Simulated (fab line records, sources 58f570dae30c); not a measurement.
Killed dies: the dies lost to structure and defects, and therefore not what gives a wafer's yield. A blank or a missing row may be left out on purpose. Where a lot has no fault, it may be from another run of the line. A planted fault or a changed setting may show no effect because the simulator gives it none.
fab line records    flow berkeley_cmos170
record lots=7  wafers=21  last_day=13
route steps=331 shown M2@271
lots with no fault: from the same line, run without faults
start_h: hours from the record's opening day to when the first of the lot's shown wafers began    wait_h: how many hours have passed since the lot's step before this one    " unchanged from the row above    L1.1+2: a row that stands for several wafers    - either no value or no given start    * or withheld: withheld    < > ~ a bound
route shown NAME@n: NAME is a module with steps in the file, n the number in the route of the first one    usual: the fault-free wafers' mean and standard deviation    same: alike in all rows    chamber/n: place in a boat    sites: each site's reading    _std_site: standard deviation of those values    _edge_site: the outer-site mean with the inner-site mean subtracted    radius_mm: how far each site lies from the wafer's centre    mask NAME#n: copy n    behind: the most recent tool/chamber to have shaped the wafer    hold: the reason the lot was held/the length of the hold in hours/how it ended    device: transistor that didn't switch, given as n, p or np    end of line: the route-end tests of the same wafers    step lacking rows: just its recipe    killed: count of dies lost to structure and defects at first sort (not the wafer's yield)    map: shows each die of a wafer: x if killed, . if not, _ if none is there
set.NAME: the setting that was run; set.NAME@STEP: the one run at that earlier step    model.NAME: the simulator's own value behind a step, which no gauge read
certain route steps with their lots: each step a table, each wafer a row
services: a tool's chamber out of use, with start hour (start_h, from the record's first day; less than 0 if before it), hours out, and reason
## steps
# step UCB170_M2_PRE_CLEAN_00
# recipe gas=Ar  preclean_etch_time_s=60
# step UCB170_M2_SPUTTER_01
# recipe material=Al  target_thk_nm=900  time_s=120  power_w=6000  chamber_pressure_pa=0.5
# usual throttle_valve_pct=30.5/1.1
lot.wafer  tool            chamber  start_h  wait_h  throttle_valve_pct
L103.1     pvd_sputter-01  -        201.83   0.0     30.1
L103.4     "               -        "        "       30.2
L103.5     "               -        "        "       28.1
L102.2     pvd_sputter-02  -        202.97   0.0     30.9
L102.4     "               -        "        "       30.6
L102.6     "               -        "        "       29.8
L110.2     pvd_sputter-02  -        241.12   0.0     32.1
L110.3     "               -        "        "       30.6
L110.6     "               -        "        "       32.1
L108.1     pvd_sputter-02  -        244.72   0.0     30.8
L108.3     "               -        "        "       29.8
L108.6     "               -        "        "       30.4
L116.1     pvd_sputter-01  -        264.65   0.0     30.4
L116.5     "               -        "        "       30.3
L116.6     "               -        "        "       30.7
L115.1     pvd_sputter-02  -        264.93   0.0     32.5
L115.2     "               -        "        "       30.7
L115.6     "               -        "        "       32.1
L122.2     pvd_sputter-02  -        293.67   0.0     30.5
L122.3     "               -        "        "       30.6
L122.5     "               -        "        "       29.5
# step UCB170_M2_RS_MEAS_02
# recipe thk_meas_gauge=four-point-probe  reads=Al_of_M2_SPUTTER_01
# usual M2_AL_RS=0.0322/0.00034
lot.wafer  tool           chamber  start_h  wait_h  M2_AL_RS[ohm/sq]
L103.1     film_metro-03  -        201.91   0.0     0.0323
L103.4     "              -        "        "       0.0324
L103.5     "              -        "        "       0.0324
L102.2     film_metro-04  -        203.07   0.1     0.0320
L102.4     "              -        "        "       0.0327
L102.6     "              -        "        "       0.0322
L110.2     film_metro-04  -        241.22   0.1     0.0319
L110.3     "              -        "        "       0.0327
L110.6     "              -        "        "       0.0319
L108.1     film_metro-03  -        244.80   0.0     0.0324
L108.3     "              -        "        "       0.0324
L108.6     "              -        "        "       0.0325
L116.1     film_metro-02  -        264.74   0.0     0.0321
L116.5     "              -        "        "       0.0323
L116.6     "              -        "        "       0.0322
L115.1     film_metro-02  -        265.01   0.0     0.0322
L115.2     "              -        "        "       0.0323
L115.6     "              -        "        "       0.0321
L122.2     film_metro-04  -        293.77   0.1     0.0325
L122.3     "              -        "        "       0.0319
L122.5     "              -        "        "       0.0321
# step UCB170_M2_THK_MEAS_03
# recipe thk_meas_gauge=xrf  reads=Al_of_M2_SPUTTER_01
# usual M2_AL_THK=890/12
lot.wafer  tool           chamber  start_h  wait_h  M2_AL_THK[nm]
L103.1     film_metro-03  -        202.03   0.1     891
L103.4     "              -        "        "       886
L103.5     "              -        "        "       892
L102.2     film_metro-04  -        203.18   0.1     888
L102.4     "              -        "        "       866
L102.6     "              -        "        "       883
L110.2     film_metro-04  -        241.33   0.1     882
L110.3     "              -        "        "       870
L110.6     "              -        "        "       884
L108.1     film_metro-03  -        244.92   0.1     894
L108.3     "              -        "        "       892
L108.6     "              -        "        "       887
L116.1     film_metro-02  -        264.86   0.1     893
L116.5     "              -        "        "       886
L116.6     "              -        "        "       886
L115.1     film_metro-02  -        265.13   0.1     895
L115.2     "              -        "        "       891
L115.6     "              -        "        "       896
L122.2     film_metro-04  -        293.88   0.1     870
L122.3     "              -        "        "       882
L122.5     "              -        "        "       882
# step UCB170_M2_HMDS_04
# recipe prime_time_s=60  prime_temp_c=100
# step UCB170_M2_COAT_05
# recipe resist=KrF  spin_rpm=1500  resist_thk_nm=900
# step UCB170_M2_SOFTBAKE_06
# recipe resist=KrF  temp_c=130  time_s=60
# step UCB170_M2_STRIP_07
# recipe chemistry=O2  power_w=400  pressure_mtorr=3500  platen_temp_c=withheld  o2_flow_sccm=400  overash_fraction=0.5
# usual drypump_motor_current_A=5.7/0.46  oes_product_au=0.736/0.0048  strip_time_to_endpoint_s=21.94/0.056
lot.wafer  tool             chamber  start_h  wait_h  drypump_motor_current_A  oes_product_au  rf_hours_counter_h  strip_time_to_endpoint_s
L103.1     plasma_asher-04  1        202.54   0.1     5.9                      0.735           8                   21.91
L103.4     "                0        "        "       5.9                      0.742           -                   21.88
L103.5     "                0        "        "       5.9                      0.733           -                   21.93
L102.2     plasma_asher-02  1        203.68   0.1     5.2                      0.743           41                  22.04
L102.4     "                0        "        "       6.4                      0.748           -                   22.01
L102.6     "                1        "        "       5.2                      0.742           -                   21.98
L110.2     plasma_asher-04  0        242.00   0.1     5.9                      0.735           12                  21.94
L110.3     "                0        "        "       5.9                      0.733           -                   21.98
L110.6     "                0        "        "       5.9                      0.729           -                   21.91
L108.1     plasma_asher-03  1        245.78   0.1     5.6                      0.737           50                  22.00
L108.3     "                1        "        "       5.6                      0.738           -                   21.87
L108.6     "                0        "        "       5.1                      0.746           -                   21.96
L116.1     plasma_asher-03  0        265.48   0.1     5.1                      0.735           53                  21.99
L116.5     "                0        "        "       5.1                      0.732           -                   21.87
L116.6     "                1        "        "       5.5                      0.734           -                   21.96
L115.1     plasma_asher-03  0        265.76   0.1     5.1                      0.731           53                  21.86
L115.2     "                1        "        "       5.6                      0.735           53                  21.90
L115.6     "                0        "        "       5.1                      0.731           -                   21.86
L122.2     plasma_asher-02  1        294.38   0.1     5.3                      0.742           52                  21.97
L122.3     "                0        "        "       6.4                      0.732           -                   22.04
L122.5     "                0        "        "       6.4                      0.743           -                   21.99
# step UCB170_M2_STRIP_08
# recipe chemistry=DMSO  temp_c=80  time_s=600  material=KrF
# step UCB170_M2_COAT_09
# recipe resist=BARC  temp_c=withheld  time_s=withheld  spin_rpm=3000  resist_thk_nm=withheld
# step UCB170_M2_COAT_10
# recipe resist=KrF  spin_rpm=1500  resist_thk_nm=900
# step UCB170_M2_SOFTBAKE_11
# recipe resist=KrF  temp_c=130  time_s=60
# step UCB170_M2_EXPOSE_12
# recipe mask_id=METAL2  target_cd_nm=700  na=0.5  sigma_outer=0.6  source_shape=conventional  dose_mj=26
lot.wafer   tool            chamber  start_h  wait_h  mask      model.M2.overlay_x_nm
L103.1+4+5  krf_scanner-01  0        203.27   -       METAL2#0  -1.338
L102.2+4+6  krf_scanner-02  0        204.55   -       METAL2#0  -0.0234
L110.2+3+6  krf_scanner-01  0        244.17   -       METAL2#0  126.4
L108.1+3+6  krf_scanner-01  0        246.51   -       METAL2#0  122.5
L116.1+5+6  krf_scanner-02  0        266.86   -       METAL2#0  -5.058
L115.1+2+6  krf_scanner-01  0        267.10   -       METAL2#0  119.1
L122.2+3+5  krf_scanner-02  0        295.27   -       METAL2#0  -0.4232
# step UCB170_M2_PEB_13
# recipe peb_temp_c=130  peb_time_s=withheld  resist=KrF
# step UCB170_M2_DEVELOP_14
# recipe developer=TMAH  develop_time_s=45  resist=KrF  dev_temp_c=21
# step UCB170_M2_CD_MEAS_15
# recipe target_cd_nm=700
# usual cd_nm=699.9/1.7
lot.wafer  tool       chamber  start_h  wait_h  cd_nm
L103.1     cd_sem-01  -        203.66   -       700.9
L103.4     "          -        "        "       700.3
L103.5     "          -        "        "       698.1
L102.2     cd_sem-02  -        205.27   -       699.2
L102.4     "          -        "        "       698.3
L102.6     "          -        "        "       700.1
L110.2     cd_sem-01  -        245.35   -       699.6
L110.3     "          -        "        "       698.3
L110.6     "          -        "        "       700.7
L108.1     cd_sem-02  -        247.06   -       699.9
L108.3     "          -        "        "       701.4
L108.6     "          -        "        "       700.2
L116.1     cd_sem-02  -        268.01   -       698.0
L116.5     "          -        "        "       700.3
L116.6     "          -        "        "       700.4
L115.1     cd_sem-01  -        268.28   -       697.2
L115.2     "          -        "        "       698.5
L115.6     "          -        "        "       698.5
L122.2     cd_sem-02  -        295.66   -       703.1
L122.3     "          -        "        "       702.3
L122.5     "          -        "        "       703.0
# step UCB170_M2_OVL_MEAS_16
# usual M2_OVL=-4/5.5
lot.wafer  tool        chamber  start_h  wait_h  M2_OVL[nm]
L103.1     overlay-01  -        203.78   0.1     -1
L103.4     "           -        "        "       -4
L103.5     "           -        "        "       -3
L102.2     overlay-02  -        205.38   0.1     -2
L102.4     "           -        "        "       2
L102.6     "           -        "        "       -5
L110.2     overlay-01  -        245.46   0.1     120
L110.3     "           -        "        "       126
L110.6     "           -        "        "       116
L108.1     overlay-01  -        247.18   0.1     118
L108.3     "           -        "        "       120
L108.6     "           -        "        "       124
L116.1     overlay-01  -        268.13   0.1     -5
L116.5     "           -        "        "       -8
L116.6     "           -        "        "       -5
L115.1     overlay-02  -        268.40   0.1     111
L115.2     "           -        "        "       121
L115.6     "           -        "        "       119
L122.2     overlay-02  -        295.76   0.1     2
L122.3     "           -        "        "       -7
L122.5     "           -        "        "       -11
# step UCB170_M2_ETCH_17
# recipe chemistry=N2/H2  target_depth_a=withheld  overetch_a=withheld  target=BARC  time_s=withheld  source_w=500  bias_w=100  pressure_mtorr=30  n2_flow_sccm=100  h2_flow_sccm=200
# usual bias_w=100.01/0.26  drypump_motor_current_A=5.9/0.32  oes_product_au=0.999/0.02  throttle_valve_pct=13.33/0.15
lot.wafer  tool         chamber  start_h  wait_h  bias_w  drypump_motor_current_A  oes_product_au  throttle_valve_pct
L103.1     rie_diel-01  2        203.82   0.0     99.87   5.8                      0.977           13.35
L103.4     "            1        "        "       100.10  5.7                      0.981           13.34
L103.5     "            0        "        "       99.50   6.3                      0.998           13.33
L102.2     rie_diel-02  3        205.41   0.0     100.00  5.5                      0.993           13.42
L102.4     "            1        "        "       99.92   5.9                      0.999           13.54
L102.6     "            1        "        "       99.67   5.9                      1.007           13.53
L110.2     rie_diel-02  0        245.49   0.0     99.86   6.2                      1.001           13.51
L110.3     "            3        "        "       100.12  5.5                      1.005           13.45
L110.6     "            3        "        "       100.21  5.5                      1.006           13.41
L108.1     rie_diel-04  3        247.21   0.0     100.30  6.0                      0.969           13.16
L108.3     "            1        "        "       100.26  6.5                      1.012           13.34
L108.6     "            3        "        "       100.07  6.0                      0.986           13.19
L116.1     rie_diel-01  0        268.16   0.0     100.24  6.3                      0.999           13.33
L116.5     "            3        "        "       100.12  6.3                      1.004           13.56
L116.6     "            2        "        "       100.39  5.8                      0.972           13.32
L115.1     rie_diel-02  2        268.44   0.0     99.77   5.6                      1.010           13.16
L115.2     "            1        "        "       99.82   5.9                      0.996           13.53
L115.6     "            0        "        "       99.83   6.2                      1.007           13.53
L122.2     rie_diel-04  3        295.79   0.0     100.65  6.0                      0.974           13.17
L122.3     "            0        "        "       100.55  5.6                      1.064           13.08
L122.5     "            0        "        "       100.12  5.5                      1.055           13.07
## services
tool             chamber  start_h  hours  kind
krf_scanner-01   0        189.37   -      calibration
krf_scanner-01   -        192.26   1.3    repair
krf_scanner-02   -        197.38   1.3    pm
plasma_asher-03  -        211.06   1.3    repair
rie_diel-02      0        219.88   -      clean
rie_diel-02      0        219.88   15.2   scheduled_down
rie_diel-02      0        219.88   15.2   vent_cycle
rie_diel-01      0        220.65   6.5    repair
rie_diel-01      3        227.19   -      clean
rie_diel-01      3        227.19   13.9   scheduled_down
rie_diel-01      3        227.19   13.9   vent_cycle
krf_scanner-02   -        230.38   0.1    repair
krf_scanner-01   -        233.61   0.3    repair
rie_diel-04      2        253.66   5.6    repair
rie_diel-01      -        256.15   0.2    repair
krf_scanner-02   -        261.75   -      calibration
rie_diel-04      0        265.09   16.5   repair
krf_scanner-02   0        283.92   -      calibration
krf_scanner-02   -        295.78   0.2    repair
## key
first_sign step=UCB170_M2_OVL_MEAS_16  reading=M2_OVL  direction=up  sigmas=22  usual=-4  struck=120
effect none on later readings
model_effect step=UCB170_M2_EXPOSE_12  value=M2.overlay_x_nm  without=-1.405  struck=122.7
met_at UCB170_M2_EXPOSE_12
struck_wafers L108.1,L108.3,L108.6,L110.2,L110.3,L110.6,L115.1,L115.2,L115.6
sort_left_out L110.2,L110.3,L110.6
onset_between 203.27 244.17
fault kind=scanner_matching_overlay  tool=krf_scanner-01  chamber=-  onset_h=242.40  steps=UCB170_M2_EXPOSE_12  offset=124.07
# sort_left_out: the simulated sort isn't trusted on such a fault, so these wafers' sort isn't shown, and their yield isn't known
